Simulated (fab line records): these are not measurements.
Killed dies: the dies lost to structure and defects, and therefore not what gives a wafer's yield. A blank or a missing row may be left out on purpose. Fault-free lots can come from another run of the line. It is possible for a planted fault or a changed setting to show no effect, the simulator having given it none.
Which of the tools did it? + flow berkeleyCmos170 + 24 lots with 72 wafers sampled at 5 steps, on a route of 331 steps

== WHAT EACH GAUGE READ, for each wafer ==
UCB170_CONTACT_OVL_MEAS_16.
| lot  | measured     | on         | CONTACT_OVL (nm) |
|------|--------------|------------|------------------|
| L074 | day 8 05:36  | overlay-01 | 1 0 7            |
| L075 | day 8 05:20  | overlay-02 | -3 2 -11         |
| L076 | day 8 07:34  | overlay-01 | 6 -5 12          |
| L077 | day 9 07:46  | overlay-02 | 0 1 0            |
| L078 | day 9 09:04  | overlay-01 | 3 7 6            |
| L079 | day 9 08:52  | overlay-02 | 2 7 4            |
| L080 | day 9 08:47  | overlay-01 | -6 0 5           |
| L081 | day 10 07:21 | overlay-02 | -1 12 9          |
| L083 | day 10 01:59 | overlay-02 | -15 -9 -3        |
| L082 | day 10 02:16 | overlay-02 | -3 1 3           |
| L084 | day 10 01:44 | overlay-02 | -1 5 -3          |
| L085 | day 10 07:59 | overlay-02 | 1 2 6            |
| L086 | day 10 07:26 | overlay-02 | 9 13 4           |
| L087 | day 11 04:16 | overlay-02 | -2 8 10          |
| L088 | day 11 05:23 | overlay-02 | 4 1 8            |
| L089 | day 11 04:30 | overlay-01 | 3 8 9            |
| L090 | day 11 20:36 | overlay-01 | -8 -3 -5         |
| L091 | day 13 03:41 | overlay-02 | 9 5 13           |
| L092 | day 13 02:42 | overlay-01 | 5 2 -3           |
| L094 | day 13 01:52 | overlay-01 | 7 10 7           |
| L093 | day 13 03:34 | overlay-01 | -3 2 -4          |
| L095 | day 13 07:01 | overlay-01 | -6 -4 7          |
| L097 | day 13 20:25 | overlay-01 | -3 1 -1          |
| L096 | day 13 20:39 | overlay-02 | 14 9 10          |

UCB170_M1_THK_MEAS_02: measures by xrf.
| lot  | measured     | on           | M1_AL_THK (nm) |
|------|--------------|--------------|----------------|
| L074 | day 8 06:26  | filmMetro-02 | 579 578 580    |
| L075 | day 8 06:07  | filmMetro-03 | 603 591 586    |
| L076 | day 8 08:22  | filmMetro-01 | 588 607 602    |
| L077 | day 9 08:33  | filmMetro-02 | 583 577 577    |
| L078 | day 9 09:52  | filmMetro-01 | 586 587 581    |
| L079 | day 9 09:38  | filmMetro-02 | 590 572 580    |
| L080 | day 9 09:34  | filmMetro-03 | 580 593 592    |
| L081 | day 10 10:30 | filmMetro-01 | 587 597 591    |
| L083 | day 10 06:19 | filmMetro-01 | 589 592 597    |
| L082 | day 10 06:22 | filmMetro-03 | 601 599 592    |
| L084 | day 10 06:18 | filmMetro-02 | 593 583 592    |
| L085 | day 10 10:31 | filmMetro-02 | 585 598 587    |
| L086 | day 10 10:42 | filmMetro-01 | 585 587 597    |
| L087 | day 11 05:03 | filmMetro-03 | 605 595 589    |
| L088 | day 11 06:10 | filmMetro-02 | 606 602 600    |
| L089 | day 11 05:17 | filmMetro-03 | 586 589 582    |
| L090 | day 11 21:24 | filmMetro-03 | 582 593 585    |
| L091 | day 13 04:33 | filmMetro-03 | 585 600 590    |
| L092 | day 13 03:30 | filmMetro-01 | 588 596 592    |
| L094 | day 13 02:38 | filmMetro-02 | 585 595 593    |
| L093 | day 13 04:21 | filmMetro-03 | 609 597 594    |
| L095 | day 13 08:58 | filmMetro-01 | 599 598 604    |
| L097 | day 13 21:15 | filmMetro-01 | 586 591 593    |
| L096 | day 13 21:26 | filmMetro-01 | 597 589 583    |

UCB170_V1_OVL_MEAS_13.
| lot  | measured     | on         | V1_OVL (nm) |
|------|--------------|------------|-------------|
| L074 | day 8 17:56  | overlay-01 | 4 5 4       |
| L075 | day 8 11:18  | overlay-01 | 4 4 7       |
| L076 | day 8 18:04  | overlay-02 | 2 5 1       |
| L077 | day 9 13:28  | overlay-02 | 13 11 8     |
| L078 | day 9 16:22  | overlay-01 | -4 6 8      |
| L079 | day 9 15:02  | overlay-02 | -8 -5 5     |
| L080 | day 9 14:47  | overlay-01 | -1 -3 6     |
| L081 | day 10 15:30 | overlay-02 | -7 -5 3     |
| L083 | day 10 14:57 | overlay-02 | 8 0 13      |
| L082 | day 10 14:32 | overlay-01 | 5 -2 5      |
| L084 | day 10 14:13 | overlay-01 | 1 4 0       |
| L085 | day 10 16:52 | overlay-02 | 2 4 2       |
| L086 | day 10 17:09 | overlay-02 | 7 3 -4      |
| L087 | day 11 09:55 | overlay-02 | -2 6 11     |
| L088 | day 11 11:51 | overlay-01 | 7 9 1       |
| L089 | day 11 11:36 | overlay-01 | -4 -2 -2    |
| L090 | day 12 02:22 | overlay-01 | 9 -1 -2     |
| L091 | day 13 12:28 | overlay-01 | -6 -3 -3    |
| L092 | day 13 11:21 | overlay-02 | 5 11 5      |
| L094 | day 13 09:04 | overlay-01 | 0 2 3       |
| L093 | day 13 12:20 | overlay-02 | 2 0 -3      |
| L095 | day 13 14:31 | overlay-01 | 4 10 10     |
| L097 | day 14 02:04 | overlay-01 | 11 -2 0     |
| L096 | day 14 03:43 | overlay-02 | 1 2 1       |

== WHICH TOOL RAN EACH LOT (tool, then ch and the chambers of the sampled wafers, then the start) ==
| lot  | UCB170_ZERO_ETCH_06              | UCB170_SDANNEAL_RTA_00          |
|------|----------------------------------|---------------------------------|
| L074 | rieDiel-03 ch 1,3, day 1 23:49   | rtpAnneal-01 ch 0, day 8 00:38  |
| L075 | rieDiel-01 ch 0,1,3, day 2 04:25 | rtpAnneal-02 ch 0, day 8 00:24  |
| L076 | rieDiel-02 ch 0,2,3, day 2 08:58 | rtpAnneal-02 ch 0, day 8 00:53  |
| L077 | rieDiel-02 ch 0,2, day 2 15:18   | rtpAnneal-01 ch 0, day 9 01:17  |
| L078 | rieDiel-01 ch 1,2,3, day 2 20:37 | rtpAnneal-02 ch 0, day 9 01:50  |
| L079 | rieDiel-02 ch 0,2,3, day 2 20:54 | rtpAnneal-01 ch 0, day 9 01:37  |
| L080 | rieDiel-01 ch 0,2, day 3 13:37   | rtpAnneal-02 ch 0, day 9 01:28  |
| L081 | rieDiel-01 ch 0,1, day 3 13:49   | rtpAnneal-01 ch 0, day 9 20:30  |
| L083 | rieDiel-03 ch 2,3, day 3 15:59   | rtpAnneal-01 ch 0, day 9 19:21  |
| L082 | rieDiel-01 ch 0,1,3, day 3 16:14 | rtpAnneal-02 ch 0, day 9 20:02  |
| L084 | rieDiel-03 ch 1,3, day 3 23:40   | rtpAnneal-01 ch 0, day 9 20:05  |
| L085 | rieDiel-02 ch 0,1,2, day 4 05:27 | rtpAnneal-02 ch 0, day 9 20:44  |
| L086 | rieDiel-01 ch 0,2,3, day 4 10:31 | rtpAnneal-02 ch 0, day 9 20:14  |
| L087 | rieDiel-03 ch 0,1, day 4 16:44   | rtpAnneal-02 ch 0, day 10 22:44 |
| L088 | rieDiel-03 ch 0,2, day 4 19:37   | rtpAnneal-01 ch 0, day 10 23:41 |
| L089 | rieDiel-01 ch 0,2,3, day 4 20:28 | rtpAnneal-01 ch 0, day 10 22:43 |
| L090 | rieDiel-03 ch 0,2, day 5 06:53   | rtpAnneal-02 ch 0, day 11 15:25 |
| L091 | rieDiel-02 ch 0,1,2, day 5 13:04 | rtpAnneal-02 ch 0, day 12 21:19 |
| L092 | rieDiel-03 ch 1,3, day 5 18:47   | rtpAnneal-02 ch 0, day 12 20:52 |
| L094 | rieDiel-03 ch 0,1,2, day 5 23:38 | rtpAnneal-01 ch 0, day 12 20:46 |
| L093 | rieDiel-01 ch 2,3, day 6 00:20   | rtpAnneal-01 ch 0, day 12 21:02 |
| L095 | rieDiel-03 ch 1,3, day 6 07:58   | rtpAnneal-01 ch 0, day 13 02:10 |
| L097 | rieDiel-01 ch 1,3, day 6 15:00   | rtpAnneal-02 ch 0, day 13 13:47 |
| L096 | rieDiel-02 ch 0,2,3, day 6 15:12 | rtpAnneal-01 ch 0, day 13 14:01 |
- UCB170_ZERO_ETCH_06: etches SiO2 in CHF3/CF4/Ar, time 12 s.
- UCB170_SDANNEAL_RTA_00: time 10 s.

== WHAT THE TOOLS THEMSELVES READ (means of the sampled wafers that have a number; where no wafer has one, the mark that the record gives instead) ==
UCB170_ZERO_ETCH_06.
| lot  | tool       | drypumpMotorCurrentA (A) | oesProductAu (a.u.) | throttleValvePct (%) |
|------|------------|--------------------------|---------------------|----------------------|
| L074 | rieDiel-03 | 5.7                      | 0.611               | 9.25                 |
| L075 | rieDiel-01 | 6.2                      | 0.619               | 9.19                 |
| L076 | rieDiel-02 | 5.5                      | 0.613               | 9.14                 |
| L077 | rieDiel-02 | 5.5                      | 0.622               | 9.25                 |
| L078 | rieDiel-01 | 6.1                      | 0.617               | 9.26                 |
| L079 | rieDiel-02 | 5.5                      | 0.617               | 9.15                 |
| L080 | rieDiel-01 | 5.0                      | 0.611               | 9.37                 |
| L081 | rieDiel-01 | 6.2                      | 0.619               | 9.28                 |
| L083 | rieDiel-03 | 6.4                      | 0.616               | 9.23                 |
| L082 | rieDiel-01 | 6.1                      | 0.618               | 9.20                 |
| L084 | rieDiel-03 | 6.2                      | 0.617               | 9.20                 |
| L085 | rieDiel-02 | 5.4                      | 0.621               | 9.18                 |
| L086 | rieDiel-01 | 5.6                      | 0.614               | 9.24                 |
| L087 | rieDiel-03 | 5.8                      | 0.617               | 9.29                 |
| L088 | rieDiel-03 | 5.7                      | 0.621               | 9.37                 |
| L089 | rieDiel-01 | 5.6                      | 0.611               | 9.25                 |
| L090 | rieDiel-03 | 5.8                      | 0.623               | 9.37                 |
| L091 | rieDiel-02 | 5.4                      | 0.619               | 9.18                 |
| L092 | rieDiel-03 | 6.3                      | 0.611               | 9.19                 |
| L094 | rieDiel-03 | 5.6                      | 0.620               | 9.32                 |
| L093 | rieDiel-01 | 6.0                      | 0.619               | 9.17                 |
| L095 | rieDiel-03 | 6.2                      | 0.617               | 9.21                 |
| L097 | rieDiel-01 | 6.6                      | 0.622               | 9.21                 |
| L096 | rieDiel-02 | 5.6                      | 0.618               | 9.15                 |

UCB170_SDANNEAL_RTA_00.
| lot  | tool         | lampPowerPct (%) | wafer_temp_C_max |
|------|--------------|------------------|------------------|
| L074 | rtpAnneal-01 | 22.5             | 904.2            |
| L075 | rtpAnneal-02 | 26.9             | 903.7            |
| L076 | rtpAnneal-02 | 26.9             | 903.6            |
| L077 | rtpAnneal-01 | 22.5             | 903.6            |
| L078 | rtpAnneal-02 | 27.0             | 904.7            |
| L079 | rtpAnneal-01 | 22.5             | 903.5            |
| L080 | rtpAnneal-02 | 26.9             | 903.8            |
| L081 | rtpAnneal-01 | 22.5             | 904.0            |
| L083 | rtpAnneal-01 | 22.5             | 902.8            |
| L082 | rtpAnneal-02 | 26.9             | 903.8            |
| L084 | rtpAnneal-01 | 22.5             | 903.2            |
| L085 | rtpAnneal-02 | 26.9             | 903.5            |
| L086 | rtpAnneal-02 | 26.9             | 902.9            |
| L087 | rtpAnneal-02 | 26.9             | 902.9            |
| L088 | rtpAnneal-01 | 22.5             | 905.0            |
| L089 | rtpAnneal-01 | 22.5             | 902.8            |
| L090 | rtpAnneal-02 | 26.9             | 904.1            |
| L091 | rtpAnneal-02 | 26.9             | 904.0            |
| L092 | rtpAnneal-02 | 26.9             | 904.2            |
| L094 | rtpAnneal-01 | 22.5             | 903.5            |
| L093 | rtpAnneal-01 | 22.5             | 902.8            |
| L095 | rtpAnneal-01 | 22.5             | 903.5            |
| L097 | rtpAnneal-02 | 26.9             | 904.0            |
| L096 | rtpAnneal-01 | 22.6             | 903.2            |

== THE ANSWER, worked out from the rows above alone ==
Rule: the lots themselves supply what counts as usual. Put in order of their means at a reading, lots are off if they are a third of the lots or fewer, leave a main group of 4 or more, and stand apart from it by a gap of 3 or more times the standard deviation of the main group's means; of several such gaps the widest counts. Not used: any main group whose means are identical at the precision the tables above print for the reading. Also off: a lot with no number at a reading for which 4 or more lots have one. Where the step has rows for the other lots, those lots are counted as sound. First the gauges in route order, then the tools' own readings, where a lot's mean is used as printed above. At the first step where some lot is off, the reading lying furthest off is the one used; lots without a number count as furthest.
Nothing can be told from this: no lot is off at any reading shown.

== WHAT THE SIMULATOR HAD INSERTED ==
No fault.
